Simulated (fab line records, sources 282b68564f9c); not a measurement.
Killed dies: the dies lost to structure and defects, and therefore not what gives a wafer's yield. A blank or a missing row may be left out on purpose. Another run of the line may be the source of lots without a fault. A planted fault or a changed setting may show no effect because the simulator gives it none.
fab line records | flow rit-cmos | part 1 of 2: steps 1 to 34 of 45
[record] lots = 5 | wafers = 15 | last-day = 7
route steps=202 shown PWELL@40 WELLDRIVE@50 NWELL@51 NRETRO@53 PRETRO@64 GATE@75 FOX2@80
lots that met no fault: from a run of the same line without faults
start-h: the number of hours between the record's first day and the start of the first shown wafer of the lot | wait-h: how many hours have passed since the lot's step before this one | " unchanged from the row above | L1.1+2: several wafers, shown together as one row | - no value present, or no start provided | * or withheld: withheld | < > ~ a bound
route shown NAME@n: a module of which the file shows steps, and the number in the route of the first | usual: mean/standard deviation of fault-free wafers | same: alike in all rows | chamber/n: place in a boat | sites: the reading at each site | _std_site: the standard deviation of these | _edge_site: the outer-site mean with the inner-site mean subtracted | radius-mm: how far each site lies from the wafer's centre | mask NAME#n: copy n | behind: tool/chamber where the wafer was last shaped | hold: reason for holding the lot/hours on hold/outcome of the hold | device: transistor that didn't switch, given as n, p or np | end of line: tests run on the same wafers once the route is complete | a step without rows: its recipe alone | killed: count of dies lost to structure and defects at first sort (not the wafer's yield) | map: per-die view of a wafer (x killed, . not killed, _ where there is no die)
set.NAME: setting as actually run; set.NAME@STEP: the setting as run at that earlier step | model.NAME: the simulator's own value behind a step, which no gauge read
a table for each step, a row for each wafer; lots at some steps of the route
services: the hour from which a tool's chamber was out of use, counted from the record's first day as start-h (under 0 if before that day), plus the number of hours and why
[[steps]]
[step RIT_PWELL_COAT_01]
[recipe] resist = NOVOLAK | spin-rpm = 2000 | resist-thk-nm = 1300
lot.wafer  | tool           | chamber | start-h | wait-h
L079.1+3+6 | litho-track-02 | 0       | 47.56   | 0.1
L082.1+3+6 | litho-track-04 | 0       | 62.46   | 0.1
L090.4+5+6 | litho-track-04 | 0       | 101.87  | 0.1
L091.1+3+5 | litho-track-03 | 0       | 108.51  | 0.1
L096.2+4+6 | litho-track-03 | 0       | 132.91  | 0.1
[step RIT_PWELL_SOFTBAKE_02]
[recipe] resist = NOVOLAK | temp-c = 90 | time-s = 60
[usual] heater-power-total-W = 34.56/0.054
lot.wafer | tool           | chamber | start-h | wait-h | heater-power-total-W
L079.1    | litho-track-02 | 0       | 47.71   | 0.1    | 34.64
L079.3    | "              | 0       | "       | "      | 34.47
L079.6    | "              | 0       | "       | "      | 34.62
L082.1    | litho-track-04 | 0       | 62.61   | 0.1    | 34.49
L082.3    | "              | 0       | "       | "      | 34.57
L082.6    | "              | 0       | "       | "      | 34.52
L090.4    | litho-track-04 | 0       | 102.02  | 0.1    | 34.48
L090.5    | "              | 0       | "       | "      | 34.50
L090.6    | "              | 0       | "       | "      | 34.56
L091.1    | litho-track-03 | 0       | 108.66  | 0.1    | 34.61
L091.3    | "              | 0       | "       | "      | 34.65
L091.5    | "              | 0       | "       | "      | 34.57
L096.2    | litho-track-03 | 0       | 133.06  | 0.1    | 34.52
L096.4    | "              | 0       | "       | "      | 34.59
L096.6    | "              | 0       | "       | "      | 34.55
[step RIT_PWELL_EXPOSE_03]
[recipe] mask-id = M3 | na = 0.57 | target-cd-nm = 43700 | dose-mj = 250
lot.wafer  | tool             | chamber | start-h | wait-h | mask
L079.1+3+6 | iline-stepper-02 | 0       | 47.99   | 0.2    | M3#0
L082.1+3+6 | iline-stepper-02 | 0       | 62.89   | 0.2    | M3#0
L090.4+5+6 | iline-stepper-02 | 0       | 102.15  | 0.1    | M3#0
L091.1+3+5 | iline-stepper-02 | 0       | 108.81  | 0.1    | M3#0
L096.2+4+6 | iline-stepper-01 | 0       | 133.21  | 0.1    | M3#0
[step RIT_PWELL_PEB_04]
[recipe] resist = NOVOLAK | temp-c = withheld | time-s = withheld
lot.wafer  | tool           | chamber | start-h | wait-h
L079.1+3+6 | litho-track-03 | 0       | 48.11   | 0.1
L082.1+3+6 | litho-track-04 | 0       | 63.01   | 0.1
L090.4+5+6 | litho-track-04 | 0       | 102.29  | 0.1
L091.1+3+5 | litho-track-02 | 0       | 108.93  | 0.1
L096.2+4+6 | litho-track-02 | 0       | 133.33  | 0.1
[step RIT_PWELL_DEVELOP_05]
[recipe] resist = NOVOLAK | develop-time-s = 68 | dev-temp-c = 23
[same] develop-time-s = 68
lot.wafer  | tool           | chamber | start-h | wait-h
L079.1+3+6 | litho-track-03 | 0       | -       | -
L082.1+3+6 | litho-track-04 | 0       | -       | -
L090.4+5+6 | litho-track-04 | 0       | -       | -
L091.1+3+5 | litho-track-02 | 0       | -       | -
L096.2+4+6 | litho-track-02 | 0       | -       | -
[step RIT_PWELL_OVL_MEAS_06]
[usual] PWELL_OVL = 0.7/1.3
lot.wafer | tool       | chamber | start-h | wait-h | PWELL_OVL[nm]
L079.1    | overlay-01 | -       | 48.42   | -      | -0.7
L079.3    | "          | -       | "       | "      | -1.6
L079.6    | "          | -       | "       | "      | 0.2
L082.1    | overlay-02 | -       | 63.32   | -      | 2.0
L082.3    | "          | -       | "       | "      | 1.3
L082.6    | "          | -       | "       | "      | 2.6
L090.4    | overlay-01 | -       | 102.54  | -      | 0.7
L090.5    | "          | -       | "       | "      | -1.4
L090.6    | "          | -       | "       | "      | -1.0
L091.1    | overlay-02 | -       | 109.24  | -      | -0.7
L091.3    | "          | -       | "       | "      | 0.0
L091.5    | "          | -       | "       | "      | 0.5
L096.2    | overlay-02 | -       | 133.62  | -      | 2.1
L096.4    | "          | -       | "       | "      | 0.9
L096.6    | "          | -       | "       | "      | 3.0
[step RIT_PWELL_HARDBAKE_07]
[recipe] resist = NOVOLAK | temp-c = 140 | time-s = 120
[usual] heater-power-total-W = 52.02/0.056
lot.wafer | tool           | chamber | start-h | wait-h | heater-power-total-W
L079.1    | litho-track-02 | 0       | 48.46   | 0.0    | 51.89
L079.3    | "              | 0       | "       | "      | 52.03
L079.6    | "              | 0       | "       | "      | 52.03
L082.1    | litho-track-02 | 0       | 63.36   | 0.0    | 52.03
L082.3    | "              | 0       | "       | "      | 52.04
L082.6    | "              | 0       | "       | "      | 52.03
L090.4    | litho-track-03 | 0       | 102.69  | 0.1    | 51.99
L090.5    | "              | 0       | "       | "      | 52.11
L090.6    | "              | 0       | "       | "      | 52.02
L091.1    | litho-track-03 | 0       | 109.28  | 0.0    | 52.05
L091.3    | "              | 0       | "       | "      | 51.91
L091.5    | "              | 0       | "       | "      | 52.09
L096.2    | litho-track-02 | 0       | 133.69  | 0.1    | 52.03
L096.4    | "              | 0       | "       | "      | 51.94
L096.6    | "              | 0       | "       | "      | 51.98
[step RIT_PWELL_IMPLANT_08]
[recipe] species = B | energy-kev = 170 | dose-cm2 = 7e+13 | tilt-deg = 7
lot.wafer  | tool         | chamber | start-h | wait-h
L079.1+3+6 | implanter-01 | 0       | 48.71   | 0.2
L082.1+3+6 | implanter-04 | 0       | 63.61   | 0.2
L090.4+5+6 | implanter-01 | 0       | 102.89  | 0.2
L091.1+3+5 | implanter-03 | 0       | 109.53  | 0.2
L096.2+4+6 | implanter-04 | 0       | 133.93  | 0.2
[step RIT_PWELL_STRIP_09]
[recipe] chemistry = O2 | time-s = 180 | resist = NOVOLAK | platen-temp-c = withheld | power-w = 500 | pressure-mtorr = 4000 | o2-flow-sccm = 4000
[usual] drypump-motor-current-A = 5.7/0.38
lot.wafer | tool            | chamber | start-h | wait-h | drypump-motor-current-A | rf-hours-counter-h
L079.1    | plasma-asher-02 | 1       | 48.86   | 0.1    | 6.0                     | 28
L079.3    | "               | 0       | "       | "      | 5.1                     | -
L079.6    | "               | 1       | "       | "      | 6.0                     | -
L082.1    | plasma-asher-02 | 0       | 63.76   | 0.1    | 5.1                     | 30
L082.3    | "               | 1       | "       | "      | 6.0                     | -
L082.6    | "               | 0       | "       | "      | 5.1                     | -
L090.4    | plasma-asher-01 | 0       | 103.02  | 0.1    | 5.6                     | -
L090.5    | "               | 1       | "       | "      | 6.3                     | -
L090.6    | "               | 0       | "       | "      | 5.6                     | -
L091.1    | plasma-asher-04 | 1       | 109.68  | 0.1    | 5.8                     | 47
L091.3    | "               | 1       | "       | "      | 5.8                     | -
L091.5    | "               | 0       | "       | "      | 5.5                     | -
L096.2    | plasma-asher-04 | 0       | 134.05  | 0.1    | 5.5                     | 50
L096.4    | "               | 0       | "       | "      | 5.5                     | -
L096.6    | "               | 0       | "       | "      | 5.5                     | -
[step RIT_PWELL_TW_MEAS_10]
[usual] PWELL_TW = 947/9.9
lot.wafer | tool          | chamber | start-h | wait-h | PWELL_TW
L079.1    | film-metro-04 | -       | 49.03   | 0.1    | 962
L079.3    | "             | -       | "       | "      | 962
L079.6    | "             | -       | "       | "      | 962
L082.1    | film-metro-04 | -       | 63.93   | 0.1    | 965
L082.3    | "             | -       | "       | "      | 962
L082.6    | "             | -       | "       | "      | 960
L090.4    | film-metro-04 | -       | 103.17  | 0.1    | 956
L090.5    | "             | -       | "       | "      | 961
L090.6    | "             | -       | "       | "      | 960
L091.1    | film-metro-03 | -       | 109.86  | 0.1    | 945
L091.3    | "             | -       | "       | "      | 942
L091.5    | "             | -       | "       | "      | 939
L096.2    | film-metro-03 | -       | 134.24  | 0.1    | 938
L096.4    | "             | -       | "       | "      | 942
L096.6    | "             | -       | "       | "      | 936
[step RIT_WELLDRIVE_ANNEAL_00]
[recipe] temp-c = 1100 | time-s = 14700 | ambient = N2
[usual] spike-tc-centre-C = 1102.7/1.2 | tube_center_temp_C_max = 1102.8/0.49
lot.wafer | tool       | chamber | start-h | wait-h | spike-tc-centre-C | tube_center_temp_C_max
L079.1    | furnace-03 | 0       | 49.09   | 0.1    | 1101.6            | 1102.7
L079.3    | "          | 0       | "       | "      | 1103.1            | 1102.4
L079.6    | "          | 0       | "       | "      | 1102.7            | 1102.6
L082.1    | furnace-03 | 0       | 63.99   | 0.1    | 1104.1            | 1101.9
L082.3    | "          | 0       | "       | "      | 1102.7            | 1102.7
L082.6    | "          | 0       | "       | "      | 1103.2            | 1102.7
L090.4    | furnace-01 | 0       | 103.38  | 0.2    | 1101.4            | 1102.9
L090.5    | "          | 0       | "       | "      | 1103.1            | 1102.5
L090.6    | "          | 0       | "       | "      | 1103.4            | 1103.2
L091.1    | furnace-01 | 0       | 109.92  | 0.1    | 1104.8            | 1102.7
L091.3    | "          | 0       | "       | "      | 1104.3            | 1102.7
L091.5    | "          | 0       | "       | "      | 1101.8            | 1102.3
L096.2    | furnace-01 | 0       | 134.29  | 0.0    | 1102.4            | 1102.8
L096.4    | "          | 0       | "       | "      | 1103.1            | 1102.5
L096.6    | "          | 0       | "       | "      | 1102.0            | 1102.1
[step RIT_WELLDRIVE_RS_MEAS_01]
[recipe] thk-meas-gauge = four-point-probe
[usual] NWELL_RS = 275.9/0.73
lot.wafer | tool          | chamber | start-h | wait-h | NWELL_RS[ohm/sq]
L079.1    | film-metro-03 | -       | 54.17   | 0.0    | 276.2
L079.3    | "             | -       | "       | "      | 275.8
L079.6    | "             | -       | "       | "      | 276.2
L082.1    | film-metro-04 | -       | 69.07   | 0.0    | 274.9
L082.3    | "             | -       | "       | "      | 273.9
L082.6    | "             | -       | "       | "      | 274.3
L090.4    | film-metro-02 | -       | 108.52  | 0.1    | 275.3
L090.5    | "             | -       | "       | "      | 276.4
L090.6    | "             | -       | "       | "      | 275.4
L091.1    | film-metro-03 | -       | 115.00  | 0.0    | 276.4
L091.3    | "             | -       | "       | "      | 277.0
L091.5    | "             | -       | "       | "      | 276.4
L096.2    | film-metro-03 | -       | 139.39  | 0.0    | 276.6
L096.4    | "             | -       | "       | "      | 276.0
L096.6    | "             | -       | "       | "      | 276.2
[step RIT_WELLDRIVE_RS_MEAS_02]
[recipe] thk-meas-gauge = four-point-probe
[usual] PWELL_RS = 429.8/1.3
lot.wafer | tool          | chamber | start-h | wait-h | PWELL_RS[ohm/sq]
L079.1    | film-metro-03 | -       | 54.29   | 0.1    | 428.8
L079.3    | "             | -       | "       | "      | 428.9
L079.6    | "             | -       | "       | "      | 429.3
L082.1    | film-metro-04 | -       | 69.19   | 0.1    | 426.4
L082.3    | "             | -       | "       | "      | 426.4
L082.6    | "             | -       | "       | "      | 426.5
L090.4    | film-metro-02 | -       | 108.64  | 0.1    | 430.9
L090.5    | "             | -       | "       | "      | 431.1
L090.6    | "             | -       | "       | "      | 430.9
L091.1    | film-metro-03 | -       | 115.12  | 0.1    | 429.6
L091.3    | "             | -       | "       | "      | 428.7
L091.5    | "             | -       | "       | "      | 430.0
L096.2    | film-metro-03 | -       | 139.51  | 0.1    | 431.8
L096.4    | "             | -       | "       | "      | 429.8
L096.6    | "             | -       | "       | "      | 430.7
[step RIT_NRETRO_HMDS_00]
[recipe] prime-time-s = 60 | prime-temp-c = 140
lot.wafer  | tool           | chamber | start-h | wait-h
L079.1+3+6 | litho-track-04 | 0       | 54.41   | 0.1
L082.1+3+6 | litho-track-01 | 0       | 69.33   | 0.1
L090.4+5+6 | litho-track-01 | 0       | 108.78  | 0.1
L091.1+3+5 | litho-track-03 | 0       | 115.24  | 0.1
L096.2+4+6 | litho-track-04 | 0       | 139.64  | 0.1
[step RIT_NRETRO_COAT_01]
[recipe] resist = NOVOLAK | spin-rpm = 2000 | resist-thk-nm = 1300
lot.wafer  | tool           | chamber | start-h | wait-h
L079.1+3+6 | litho-track-04 | 0       | 54.56   | 0.1
L082.1+3+6 | litho-track-01 | 0       | 69.48   | 0.1
L090.4+5+6 | litho-track-01 | 0       | 108.93  | 0.1
L091.1+3+5 | litho-track-03 | 0       | 115.39  | 0.1
L096.2+4+6 | litho-track-04 | 0       | 139.79  | 0.1
[step RIT_NRETRO_SOFTBAKE_02]
[recipe] resist = NOVOLAK | temp-c = 90 | time-s = 60
[usual] heater-power-total-W = 34.56/0.047
lot.wafer | tool           | chamber | start-h | wait-h | heater-power-total-W
L079.1    | litho-track-04 | 0       | 54.71   | 0.1    | 34.52
L079.3    | "              | 0       | "       | "      | 34.56
L079.6    | "              | 0       | "       | "      | 34.58
L082.1    | litho-track-01 | 0       | 69.63   | 0.1    | 34.53
L082.3    | "              | 0       | "       | "      | 34.59
L082.6    | "              | 0       | "       | "      | 34.57
L090.4    | litho-track-01 | 0       | 109.08  | 0.1    | 34.55
L090.5    | "              | 0       | "       | "      | 34.58
L090.6    | "              | 0       | "       | "      | 34.66
L091.1    | litho-track-03 | 0       | 115.54  | 0.1    | 34.53
L091.3    | "              | 0       | "       | "      | 34.52
L091.5    | "              | 0       | "       | "      | 34.63
L096.2    | litho-track-04 | 0       | 139.94  | 0.1    | 34.60
L096.4    | "              | 0       | "       | "      | 34.56
L096.6    | "              | 0       | "       | "      | 34.51
[step RIT_NRETRO_EXPOSE_03]
[recipe] mask-id = M4 | na = 0.57 | target-cd-nm = 43900 | dose-mj = 250
lot.wafer  | tool             | chamber | start-h | wait-h | mask
L079.1+3+6 | iline-stepper-02 | 0       | 54.99   | 0.2    | M4#0
L082.1+3+6 | iline-stepper-02 | 0       | 69.91   | 0.2    | M4#0
L090.4+5+6 | iline-stepper-02 | 0       | 109.33  | 0.2    | M4#0
L091.1+3+5 | iline-stepper-01 | 0       | 115.81  | 0.2    | M4#0
L096.2+4+6 | iline-stepper-01 | 0       | 140.08  | 0.1    | M4#0
[step RIT_NRETRO_PEB_04]
[recipe] resist = NOVOLAK | temp-c = withheld | time-s = withheld
lot.wafer  | tool           | chamber | start-h | wait-h
L079.1+3+6 | litho-track-04 | 0       | 55.11   | 0.1
L082.1+3+6 | litho-track-04 | 0       | 70.03   | 0.1
L090.4+5+6 | litho-track-01 | 0       | 109.47  | 0.1
L091.1+3+5 | litho-track-01 | 0       | 115.93  | 0.1
L096.2+4+6 | litho-track-03 | 0       | 140.20  | 0.1
[step RIT_NRETRO_DEVELOP_05]
[recipe] resist = NOVOLAK | develop-time-s = 68 | dev-temp-c = 23
[same] develop-time-s = 68
lot.wafer  | tool           | chamber | start-h | wait-h
L079.1+3+6 | litho-track-04 | 0       | -       | -
L082.1+3+6 | litho-track-04 | 0       | -       | -
L090.4+5+6 | litho-track-01 | 0       | -       | -
L091.1+3+5 | litho-track-01 | 0       | -       | -
L096.2+4+6 | litho-track-03 | 0       | -       | -
[step RIT_NRETRO_OVL_MEAS_06]
[usual] NRETRO_OVL = 0.7/1.5
lot.wafer | tool       | chamber | start-h | wait-h | NRETRO_OVL[nm]
L079.1    | overlay-01 | -       | 55.42   | -      | 0.1
L079.3    | "          | -       | "       | "      | -0.9
L079.6    | "          | -       | "       | "      | -2.2
L082.1    | overlay-02 | -       | 70.34   | -      | -0.1
L082.3    | "          | -       | "       | "      | 2.7
L082.6    | "          | -       | "       | "      | -0.8
L090.4    | overlay-01 | -       | 109.72  | -      | 0.8
L090.5    | "          | -       | "       | "      | 2.7
L090.6    | "          | -       | "       | "      | 1.3
L091.1    | overlay-01 | -       | 116.24  | -      | -1.0
L091.3    | "          | -       | "       | "      | 1.0
L091.5    | "          | -       | "       | "      | 0.1
L096.2    | overlay-01 | -       | 140.50  | -      | -1.2
L096.4    | "          | -       | "       | "      | -2.4
L096.6    | "          | -       | "       | "      | -1.7
[step RIT_NRETRO_HARDBAKE_07]
[recipe] resist = NOVOLAK | temp-c = 140 | time-s = 120
[usual] heater-power-total-W = 52.02/0.059
lot.wafer | tool           | chamber | start-h | wait-h | heater-power-total-W
L079.1    | litho-track-01 | 0       | 55.45   | 0.0    | 52.08
L079.3    | "              | 0       | "       | "      | 51.91
L079.6    | "              | 0       | "       | "      | 52.13
L082.1    | litho-track-01 | 0       | 70.38   | 0.0    | 52.02
L082.3    | "              | 0       | "       | "      | 51.97
L082.6    | "              | 0       | "       | "      | 52.01
L090.4    | litho-track-01 | 0       | 109.87  | 0.1    | 51.95
L090.5    | "              | 0       | "       | "      | 52.04
L090.6    | "              | 0       | "       | "      | 52.06
L091.1    | litho-track-01 | 0       | 116.28  | 0.0    | 51.98
L091.3    | "              | 0       | "       | "      | 52.04
L091.5    | "              | 0       | "       | "      | 52.01
L096.2    | litho-track-04 | 0       | 140.57  | 0.1    | 52.07
L096.4    | "              | 0       | "       | "      | 52.11
L096.6    | "              | 0       | "       | "      | 52.04
[step RIT_NRETRO_IMPLANT_08]
[recipe] species = P | energy-kev = 70 | dose-cm2 = 1e+13 | tilt-deg = 7
lot.wafer  | tool         | chamber | start-h | wait-h
L079.1+3+6 | implanter-03 | 0       | 55.70   | 0.2
L082.1+3+6 | implanter-03 | 0       | 70.63   | 0.2
L090.4+5+6 | implanter-01 | 0       | 110.07  | 0.2
L091.1+3+5 | implanter-02 | 0       | 116.53  | 0.2
L096.2+4+6 | implanter-03 | 0       | 140.80  | 0.2
[step RIT_NRETRO_STRIP_09]
[recipe] chemistry = O2 | time-s = 180 | resist = NOVOLAK | platen-temp-c = withheld | power-w = 500 | pressure-mtorr = 4000 | o2-flow-sccm = 4000
[usual] drypump-motor-current-A = 5.6/0.31
lot.wafer | tool            | chamber | start-h | wait-h | drypump-motor-current-A | rf-hours-counter-h
L079.1    | plasma-asher-04 | 1       | 55.85   | 0.1    | 5.8                     | 41
L079.3    | "               | 1       | "       | "      | 5.7                     | -
L079.6    | "               | 0       | "       | "      | 5.5                     | -
L082.1    | plasma-asher-02 | 1       | 70.78   | 0.1    | 6.0                     | 30
L082.3    | "               | 0       | "       | "      | 5.1                     | -
L082.6    | "               | 1       | "       | "      | 6.0                     | -
L090.4    | plasma-asher-02 | 1       | 110.20  | 0.1    | 5.9                     | -
L090.5    | "               | 0       | "       | "      | 5.1                     | -
L090.6    | "               | 1       | "       | "      | 6.0                     | -
L091.1    | plasma-asher-02 | 1       | 116.68  | 0.1    | 5.9                     | 35
L091.3    | "               | 0       | "       | "      | 5.1                     | -
L091.5    | "               | 0       | "       | "      | 5.1                     | -
L096.2    | plasma-asher-04 | 1       | 140.93  | 0.1    | 5.7                     | 50
L096.4    | "               | 1       | "       | "      | 5.7                     | -
L096.6    | "               | 0       | "       | "      | 5.5                     | -
[step RIT_NRETRO_TW_MEAS_10]
[usual] NRETRO_TW = 1061/16
lot.wafer | tool          | chamber | start-h | wait-h | NRETRO_TW
L079.1    | film-metro-04 | -       | 56.03   | 0.1    | 1060
L079.3    | "             | -       | "       | "      | 1065
L079.6    | "             | -       | "       | "      | 1070
L082.1    | film-metro-01 | -       | 70.95   | 0.1    | 1078
L082.3    | "             | -       | "       | "      | 1080
L082.6    | "             | -       | "       | "      | 1078
L090.4    | film-metro-01 | -       | 110.35  | 0.1    | 1078
L090.5    | "             | -       | "       | "      | 1076
L090.6    | "             | -       | "       | "      | 1079
L091.1    | film-metro-04 | -       | 116.85  | 0.1    | 1059
L091.3    | "             | -       | "       | "      | 1056
L091.5    | "             | -       | "       | "      | 1064
L096.2    | film-metro-01 | -       | 141.11  | 0.1    | 1079
L096.4    | "             | -       | "       | "      | 1084
L096.6    | "             | -       | "       | "      | 1081
[step RIT_PRETRO_HMDS_00]
[recipe] prime-time-s = 60 | prime-temp-c = 140
lot.wafer  | tool           | chamber | start-h | wait-h
L079.1+3+6 | litho-track-01 | 0       | 56.09   | 0.1
L082.1+3+6 | litho-track-04 | 0       | 71.01   | 0.1
L090.4+5+6 | litho-track-01 | 0       | 110.52  | 0.2
L091.1+3+5 | litho-track-02 | 0       | 116.91  | 0.1
L096.2+4+6 | litho-track-04 | 0       | 141.30  | 0.2
[step RIT_PRETRO_COAT_01]
[recipe] resist = NOVOLAK | spin-rpm = 2000 | resist-thk-nm = 1300
lot.wafer  | tool           | chamber | start-h | wait-h
L079.1+3+6 | litho-track-01 | 0       | 56.24   | 0.1
L082.1+3+6 | litho-track-04 | 0       | 71.16   | 0.1
L090.4+5+6 | litho-track-01 | 0       | 110.67  | 0.1
L091.1+3+5 | litho-track-02 | 0       | 117.06  | 0.1
L096.2+4+6 | litho-track-04 | 0       | 141.45  | 0.1
[step RIT_PRETRO_SOFTBAKE_02]
[recipe] resist = NOVOLAK | temp-c = 90 | time-s = 60
[usual] heater-power-total-W = 34.56/0.05
lot.wafer | tool           | chamber | start-h | wait-h | heater-power-total-W
L079.1    | litho-track-01 | 0       | 56.39   | 0.1    | 34.59
L079.3    | "              | 0       | "       | "      | 34.58
L079.6    | "              | 0       | "       | "      | 34.55
L082.1    | litho-track-04 | 0       | 71.31   | 0.1    | 34.59
L082.3    | "              | 0       | "       | "      | 34.47
L082.6    | "              | 0       | "       | "      | 34.47
L090.4    | litho-track-01 | 0       | 110.82  | 0.1    | 34.57
L090.5    | "              | 0       | "       | "      | 34.63
L090.6    | "              | 0       | "       | "      | 34.57
L091.1    | litho-track-02 | 0       | 117.21  | 0.1    | 34.61
L091.3    | "              | 0       | "       | "      | 34.65
L091.5    | "              | 0       | "       | "      | 34.50
L096.2    | litho-track-04 | 0       | 141.60  | 0.1    | 34.56
L096.4    | "              | 0       | "       | "      | 34.56
L096.6    | "              | 0       | "       | "      | 34.44
[step RIT_PRETRO_EXPOSE_03]
[recipe] mask-id = M5 | na = 0.57 | target-cd-nm = 43700 | dose-mj = 250
lot.wafer  | tool             | chamber | start-h | wait-h | mask
L079.1+3+6 | iline-stepper-01 | 0       | 56.54   | 0.1    | M5#0
L082.1+3+6 | iline-stepper-02 | 0       | 71.59   | 0.2    | M5#0
L090.4+5+6 | iline-stepper-01 | 0       | 110.95  | 0.1    | M5#0
L091.1+3+5 | iline-stepper-02 | 0       | 117.49  | 0.2    | M5#0
L096.2+4+6 | iline-stepper-01 | 0       | 141.74  | 0.1    | M5#0
[step RIT_PRETRO_PEB_04]
[recipe] resist = NOVOLAK | temp-c = withheld | time-s = withheld
lot.wafer  | tool           | chamber | start-h | wait-h
L079.1+3+6 | litho-track-02 | 0       | 56.82   | 0.3
L082.1+3+6 | litho-track-01 | 0       | 71.70   | 0.1
L090.4+5+6 | litho-track-02 | 0       | 111.08  | 0.1
L091.1+3+5 | litho-track-02 | 0       | 117.61  | 0.1
L096.2+4+6 | litho-track-04 | 0       | 141.87  | 0.1
[step RIT_PRETRO_DEVELOP_05]
[recipe] resist = NOVOLAK | develop-time-s = 68 | dev-temp-c = 23
[same] develop-time-s = 68
lot.wafer  | tool           | chamber | start-h | wait-h
L079.1+3+6 | litho-track-02 | 0       | -       | -
L082.1+3+6 | litho-track-01 | 0       | -       | -
L090.4+5+6 | litho-track-02 | 0       | -       | -
L091.1+3+5 | litho-track-02 | 0       | -       | -
L096.2+4+6 | litho-track-04 | 0       | -       | -
[step RIT_PRETRO_OVL_MEAS_06]
[usual] PRETRO_OVL = 0.5/1.7
lot.wafer | tool       | chamber | start-h | wait-h | PRETRO_OVL[nm]
L079.1    | overlay-02 | -       | 57.14   | -      | 1.8
L079.3    | "          | -       | "       | "      | 1.9
L079.6    | "          | -       | "       | "      | 2.1
L082.1    | overlay-02 | -       | 72.02   | -      | 0.0
L082.3    | "          | -       | "       | "      | 2.4
L082.6    | "          | -       | "       | "      | 0.9
L090.4    | overlay-02 | -       | 111.34  | -      | 1.2
L090.5    | "          | -       | "       | "      | -0.3
L090.6    | "          | -       | "       | "      | 1.0
L091.1    | overlay-02 | -       | 117.92  | -      | -0.2
L091.3    | "          | -       | "       | "      | 1.6
L091.5    | "          | -       | "       | "      | 1.2
L096.2    | overlay-01 | -       | 142.16  | -      | 1.3
L096.4    | "          | -       | "       | "      | -0.3
L096.6    | "          | -       | "       | "      | -0.8
[step RIT_PRETRO_HARDBAKE_07]
[recipe] resist = NOVOLAK | temp-c = 140 | time-s = 120
[usual] heater-power-total-W = 52.03/0.065
lot.wafer | tool           | chamber | start-h | wait-h | heater-power-total-W
L079.1    | litho-track-02 | 0       | 57.17   | 0.0    | 51.93
L079.3    | "              | 0       | "       | "      | 52.08
L079.6    | "              | 0       | "       | "      | 52.03
L082.1    | litho-track-04 | 0       | 72.05   | 0.0    | 52.01
L082.3    | "              | 0       | "       | "      | 52.02
L082.6    | "              | 0       | "       | "      | 52.01
L090.4    | litho-track-02 | 0       | 111.48  | 0.1    | 52.05
L090.5    | "              | 0       | "       | "      | 51.98
L090.6    | "              | 0       | "       | "      | 52.14
L091.1    | litho-track-04 | 0       | 117.96  | 0.0    | 51.94
L091.3    | "              | 0       | "       | "      | 52.03
L091.5    | "              | 0       | "       | "      | 52.07
L096.2    | litho-track-01 | 0       | 142.23  | 0.1    | 52.02
L096.4    | "              | 0       | "       | "      | 51.96
L096.6    | "              | 0       | "       | "      | 52.00
[step RIT_PRETRO_IMPLANT_08]
[recipe] species = B | energy-kev = 45 | dose-cm2 = 1.2e+13 | tilt-deg = 7
lot.wafer  | tool         | chamber | start-h | wait-h
L079.1+3+6 | implanter-02 | 0       | 57.42   | 0.2
L082.1+3+6 | implanter-04 | 0       | 72.30   | 0.2
L090.4+5+6 | implanter-03 | 0       | 111.68  | 0.2
L091.1+3+5 | implanter-04 | 0       | 118.21  | 0.2
L096.2+4+6 | implanter-03 | 0       | 142.47  | 0.2
[step RIT_PRETRO_STRIP_09]
[recipe] chemistry = O2 | time-s = 180 | resist = NOVOLAK | platen-temp-c = withheld | power-w = 500 | pressure-mtorr = 4000 | o2-flow-sccm = 4000
[usual] drypump-motor-current-A = 5.8/0.31
lot.wafer | tool            | chamber | start-h | wait-h | drypump-motor-current-A | rf-hours-counter-h
L079.1    | plasma-asher-03 | 0       | 57.57   | 0.1    | 6.1                     | 36
L079.3    | "               | 1       | "       | "      | 5.4                     | -
L079.6    | "               | 0       | "       | "      | 6.1                     | -
L082.1    | plasma-asher-01 | 0       | 72.45   | 0.1    | 5.6                     | 45
L082.3    | "               | 0       | "       | "      | 5.6                     | -
L082.6    | "               | 0       | "       | "      | 5.6                     | -
L090.4    | plasma-asher-01 | 1       | 111.82  | 0.1    | 6.3                     | -
L090.5    | "               | 0       | "       | "      | 5.6                     | -
L090.6    | "               | 1       | "       | "      | 6.3                     | -
L091.1    | plasma-asher-04 | 1       | 118.36  | 0.1    | 5.7                     | 48
L091.3    | "               | 1       | "       | "      | 5.7                     | -
L091.5    | "               | 0       | "       | "      | 5.5                     | -
L096.2    | plasma-asher-01 | 1       | 142.59  | 0.1    | 6.3                     | 53
L096.4    | "               | 1       | "       | "      | 6.3                     | -
L096.6    | "               | 0       | "       | "      | 5.5                     | -
